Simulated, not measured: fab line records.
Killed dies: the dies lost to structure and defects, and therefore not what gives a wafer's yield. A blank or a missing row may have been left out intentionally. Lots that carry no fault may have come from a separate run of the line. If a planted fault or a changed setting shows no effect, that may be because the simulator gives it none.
fab line records | flow ritCmos
record lots=6 wafers=18 lastDay=7
route steps=202 shown GATE@84
lots untouched by any fault: they come from a run of this same line in which no faults occurred
startH: hours from the record's opening day to when the first of the lot's shown wafers began | waitH: hours from the lot's prior step to this one | " repeats the value in the row above | L1.1+2: a single row standing in for several wafers | - no value present, or no start provided | * or withheld: withheld | < > ~ a bound
route shown NAME@n: a module of which the file shows steps, and the number in the route of the first | usual: mean/standard deviation taken from wafers without a fault | same: alike in all rows | chamber/n: place in a boat | sites: the reading at each site | _std_site: their standard deviation | _edge_site: the outer-site mean with the inner-site mean subtracted | radiusMm: how far each site lies from the wafer's centre | mask NAME#n: copy n | behind: the most recent tool/chamber to have shaped the wafer | hold: why the lot went on hold/how many hours it stayed there/how the hold came to an end | device: which transistor (n, p or np) failed to switch | end of line: tests run on the same wafers once the route is complete | step lacking rows: just its recipe | killed: at the first sort, the dies lost to defects and structure; wafer yield is something else | map: per-die view of a wafer (x killed, . not killed, _ where there is no die)
set.NAME: the run value of the setting; set.NAME@STEP: its run value at that earlier step | model.NAME: the simulator's own value behind a step, which no gauge read
a table for each step, a row for each wafer; lots at some steps of the route
services: a tool's chamber out of use, with start hour (startH, from the record's first day; less than 0 if before it), hours out, and reason
## steps
# step RIT_GATE_CVD_08
# recipe material=poly-Si targetThkNm=250 tempC=610 precursor=SiH4 timeS=2157 pressureMtorr=300 sih4FlowSccm=100
# step RIT_GATE_THK_MEAS_09
# recipe reads=poly-Si_of_GATE_CVD_08
# usual GATE_POLY_THK=243.3/2.1
# columns lot.wafer tool chamber startH waitH GATE_POLY_THK[nm]
L947.1 filmMetro-03 - 62.58 0.0 244.9
L947.3 " - " " 246.5
L947.6 " - " " 245.5
L950.2 filmMetro-01 - 76.33 0.0 241.1
L950.3 " - " " 240.7
L950.5 " - " " 242.4
L956.1 filmMetro-03 - 106.40 0.0 246.5
L956.4 " - " " 244.6
L956.5 " - " " 244.0
L957.2 filmMetro-03 - 111.19 0.0 244.2
L957.5 " - " " 243.4
L957.6 " - " " 243.5
L959.1 filmMetro-04 - 121.84 0.0 245.8
L959.4 " - " " 243.9
L959.6 " - " " 245.3
L964.1 filmMetro-01 - 146.31 0.0 242.9
L964.2 " - " " 241.8
L964.6 " - " " 243.6
# step RIT_GATE_HMDS_10
# recipe primeTimeS=60 primeTempC=140
# step RIT_GATE_COAT_11
# recipe resist=NOVOLAK spinRpm=4250 resistThkNm=850
# step RIT_GATE_SOFTBAKE_12
# recipe resist=NOVOLAK tempC=90 timeS=60
# step RIT_GATE_EXPOSE_13
# recipe maskId=M6 na=0.6 sourceShape=conventional sigmaOuter=0.6 targetCdNm=150 doseMj=380
# step RIT_GATE_PEB_14
# recipe resist=NOVOLAK tempC=withheld timeS=withheld
# step RIT_GATE_DEVELOP_15
# recipe resist=NOVOLAK developTimeS=50 devTempC=21.85
# step RIT_GATE_CD_MEAS_16
# recipe targetCdNm=150
# usual cdNm=149.9/2.5
# columns lot.wafer tool chamber startH waitH cdNm
L947.1 cdSem-01 - 63.49 - 149.0
L947.3 " - " " 148.1
L947.6 " - " " 151.7
L950.2 cdSem-01 - 77.25 - 143.0
L950.3 " - " " 143.0
L950.5 " - " " 144.8
L956.1 cdSem-01 - 107.43 - 152.2
L956.4 " - " " 153.3
L956.5 " - " " 152.6
L957.2 cdSem-01 - 112.23 - 153.5
L957.5 " - " " 151.8
L957.6 " - " " 155.0
L959.1 cdSem-02 - 122.87 - 148.0
L959.4 " - " " 146.9
L959.6 " - " " 147.8
L964.1 cdSem-02 - 147.22 - 151.7
L964.2 " - " " 151.0
L964.6 " - " " 150.4
# step RIT_GATE_OVL_MEAS_17
# usual GATE_OVL=1.0/1.4
# columns lot.wafer tool chamber startH waitH GATE_OVL[nm]
L947.1 overlay-01 - 63.61 0.1 1.1
L947.3 " - " " 1.0
L947.6 " - " " 1.3
L950.2 overlay-02 - 77.35 0.1 1.8
L950.3 " - " " 0.6
L950.5 " - " " 0.7
L956.1 overlay-02 - 107.55 0.1 0.7
L956.4 " - " " -0.6
L956.5 " - " " -0.3
L957.2 overlay-02 - 112.34 0.1 2.2
L957.5 " - " " 3.3
L957.6 " - " " 3.1
L959.1 overlay-02 - 122.99 0.1 -0.9
L959.4 " - " " 0.5
L959.6 " - " " 1.2
L964.1 overlay-01 - 147.34 0.1 1.8
L964.2 " - " " 1.1
L964.6 " - " " 1.1
# step RIT_GATE_HARDBAKE_18
# recipe resist=NOVOLAK tempC=140 timeS=60
# step RIT_GATE_ETCH_19
# recipe chemistry=SF6/CHF3/O2 timeS=165 SF6_flow_sccm=30 CHF3_flow_sccm=30 O2_flow_sccm=5 target=poly-Si pressureMtorr=40 rfW=160 targetDepthA=3125 overEtchFrac=0.25 stopOn=SiO2
# usual drypumpMotorCurrentA=5.9/0.54 oesProductAu=0.834/0.012 throttleValvePct=10.26/0.12
# columns lot.wafer tool chamber startH waitH drypumpMotorCurrentA oesProductAu rfHoursCounterH throttleValvePct
L947.1 rieSi-02 3 63.79 0.1 6.3 0.849 136 10.33
L947.3 " 2 " " 5.2 0.843 92 10.25
L947.6 " 0 " " 6.2 0.825 - 10.17
L950.2 rieSi-01 3 77.53 0.1 5.6 0.825 41 10.40
L950.3 " 0 " " 5.5 0.829 48 10.44
L950.5 " 0 " " 5.5 0.838 - 10.44
L956.1 rieSi-01 1 107.74 0.1 6.5 0.867 0 10.09
L956.4 " 3 " " 5.6 0.827 42 10.39
L956.5 " 3 " " 5.6 0.840 - 10.39
L957.2 rieSi-02 3 112.52 0.1 6.3 0.851 136 10.31
L957.5 " 2 " " 5.2 0.841 - 10.27
L957.6 " 3 " " 6.3 0.835 - 10.32
L959.1 rieSi-02 3 123.18 0.1 6.3 0.844 136 10.31
L959.4 " 3 " " 6.3 0.841 - 10.31
L959.6 " 2 " " 5.2 0.831 - 10.26
L964.1 rieSi-01 0 147.53 0.1 5.5 0.837 48 10.45
L964.2 " 1 " " 6.5 0.854 0 10.09
L964.6 " 0 " " 5.5 0.834 - 10.44
# step RIT_GATE_STRIP_20
# recipe chemistry=O2 timeS=180 resist=NOVOLAK platenTempC=withheld powerW=500 pressureMtorr=4000 o2FlowSccm=4000
# usual chamberPressureMTorr=4000/4 drypumpMotorCurrentA=5.6/0.49
# columns lot.wafer tool chamber startH waitH chamberPressureMTorr drypumpMotorCurrentA rfHoursCounterH model.NOVOLAK_of_GATE_COAT_11.thkNm
L947.1 plasmaAsher-03 0 63.90 0.1 4002 6.5 40 0
L947.3 " 0 " " 3996 6.4 - 0
L947.6 " 0 " " 3996 6.5 - 0
L950.2 plasmaAsher-03 1 77.64 0.1 4001 5.7 42 0
L950.3 " 0 " " 4000 6.4 - 0
L950.5 " 1 " " 4002 5.7 - 0
L956.1 plasmaAsher-01 1 107.85 0.1 - - - 674.2
L956.4 " 0 " " - - - 675.8
L956.5 " 1 " " - - - 674.2
L957.2 plasmaAsher-03 1 112.63 0.1 - - - 676.2
L957.5 " 0 " " - - - 677.2
L957.6 " 1 " " - - - 675.2
L959.1 plasmaAsher-04 0 123.29 0.1 3996 5.2 32 0
L959.4 " 1 " " 4006 5.9 - 0
L959.6 " 0 " " 4005 5.2 - 0
L964.1 plasmaAsher-03 0 147.63 0.1 3998 6.4 48 0
L964.2 " 1 " " 3994 5.7 48 0
L964.6 " 0 " " 3996 6.5 - 0
# step RIT_GATE_CD_MEAS_90
# recipe targetCdNm=150
# usual cdNm=149.9/2.5
# columns lot.wafer tool chamber startH waitH cdNm
L947.1 cdSem-02 - 64.07 0.1 149.1
L947.3 " - " " 148.2
L947.6 " - " " 151.1
L950.2 cdSem-02 - 77.84 0.1 143.2
L950.3 " - " " 142.3
L950.5 " - " " 144.9
L956.1 cdSem-01 - 108.02 0.1 152.2
L956.4 " - " " 153.4
L956.5 " - " " 152.5
L957.2 cdSem-02 - 112.82 0.1 153.0
L957.5 " - " " 152.1
L957.6 " - " " 154.9
L959.1 cdSem-02 - 123.46 0.1 147.8
L959.4 " - " " 147.0
L959.6 " - " " 147.5
L964.1 cdSem-01 - 147.81 0.1 152.0
L964.2 " - " " 151.1
L964.6 " - " " 150.6
## services
# columns tool chamber startH hours kind
rieSi-01 1 70.06 - clean
rieSi-01 1 70.06 14.0 scheduledDown
rieSi-01 1 70.06 14.0 ventCycle
plasmaAsher-01 - 108.75 9.0 pm
plasmaAsher-01 0 108.75 9.0 ventCycle
plasmaAsher-01 1 108.75 9.0 ventCycle
plasmaAsher-01 0 117.75 - clean
plasmaAsher-01 1 117.75 - clean
rieSi-02 1 118.28 - clean
rieSi-02 1 118.28 14.9 scheduledDown
rieSi-02 1 118.28 14.9 ventCycle
plasmaAsher-03 - 127.60 15.7 repair
## key
firstSign step=RIT_GATE_STRIP_20 reading=toolRecord direction=missing
effect none on later readings
modelEffect step=RIT_GATE_STRIP_20 value=NOVOLAK_of_GATE_COAT_11.thkNm without=0 struck=675.5
metAt RIT_GATE_STRIP_20
struckWafers L956.1,L956.4,L956.5,L957.2,L957.5,L957.6
laterRowsLeftOut L956.1,L956.4,L956.5,L957.2,L957.5,L957.6
sortLeftOut L956.1,L956.4,L956.5,L957.2,L957.5,L957.6
testerLeftOut L956,L957
onsetBetween 77.64 107.85
fault kind=skippedStepWhole tool=plasmaAsher-01,plasmaAsher-03 chamber=- onsetH=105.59 steps=RIT_GATE_STRIP_20 scope=struckLotsOnly
# testerLeftOut: of these lots the tester's yield and bins aren't shown, on N5 and GAA mostly nor the transistor test; their killed dies are dies lost to structure and defects alone, not to doping, threshold or leakage, so they don't give the yield
# sortLeftOut: the simulated sort isn't trusted on such a fault, so these wafers' sort isn't shown, and their yield isn't known
# laterRowsLeftOut: the simulator's readings of these wafers behind a module that went badly wrong aren't trusted and aren't shown, but for the sort
